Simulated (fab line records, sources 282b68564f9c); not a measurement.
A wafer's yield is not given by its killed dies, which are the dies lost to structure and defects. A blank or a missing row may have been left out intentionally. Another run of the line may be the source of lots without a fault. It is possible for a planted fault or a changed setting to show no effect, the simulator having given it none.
Which tool was responsible? | flow rit cmos | 7 lots, 21 wafers sampled, at 2 steps of a route of 202

WHAT THE GAUGES SHOWED, per wafer
RIT_FOX1_THK_MEAS_01.
lot  | measured    | on            | FOX1_OXIDE_THK (nm)
L299 | day 2 03:14 | film metro-01 | 350 348 343
L301 | day 2 14:54 | film metro-04 | 346 355 352
L305 | day 3 10:53 | film metro-03 | 348 344 344
L307 | day 3 19:34 | film metro-04 | 326 328 336
L310 | day 4 10:09 | film metro-03 | 341 348 348
L317 | day 5 21:11 | film metro-04 | 346 355 351
L319 | day 6 07:52 | film metro-04 | 354 348 351

WHICH TOOL RAN EACH LOT (tool, then ch and the chambers of the sampled wafers, then the start)
lot  | RIT_FOX1_OXIDATION_00
L299 | furnace-03 ch 0, day 2 01:54
L301 | furnace-01 ch 0, day 2 13:35
L305 | furnace-01 ch 0, day 3 09:34
L307 | furnace-01 ch 0, day 3 18:15
L310 | furnace-02 ch 0, day 4 08:50
L317 | furnace-02 ch 0, day 5 19:52
L319 | furnace-03 ch 0, day 6 06:32
- RIT_FOX1_OXIDATION_00: target thk 350.7 nm, ox time 1130 s.

THE ANSWER, worked out from the rows above alone
Rule: the lots themselves supply what counts as usual. Put in order of their means at a reading, lots are off if they are a third of the lots or fewer, leave a main group of 4 or more, and stand apart from it by a gap of 3 or more times the standard deviation of the main group's means; of several such gaps the widest counts. A main group is skipped when, at the precision printed for the reading in the tables above, its means are all equal. A lot without any number at a reading at which 4 lots or more have one is off too. Any other lot the step has rows for is counted as sound.
Off: L307, seen at RIT_FOX1_THK_MEAS_01 (FOX1_OXIDE_THK). The main group: mean 348 nm, standard deviation 2.5.
If a tool, at a process step before that reading, ran all the lots that are off and no sound lot after the first of them, it fits. The gauges at RIT_FOX1_THK_MEAS_01 are tried like those tools. One fits: furnace-01 at RIT_FOX1_OXIDATION_00. Its last sound lot is L305 (day 3 09:34), its first lot that is off L307 (day 3 18:15): a fault that began between those two fits.

WHAT THE SIMULATOR PUT IN
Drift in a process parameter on furnace-01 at RIT_FOX1_OXIDATION_00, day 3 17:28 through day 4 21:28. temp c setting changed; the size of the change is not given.
Struck lots among those shown: L307. The same result came from the rule above.
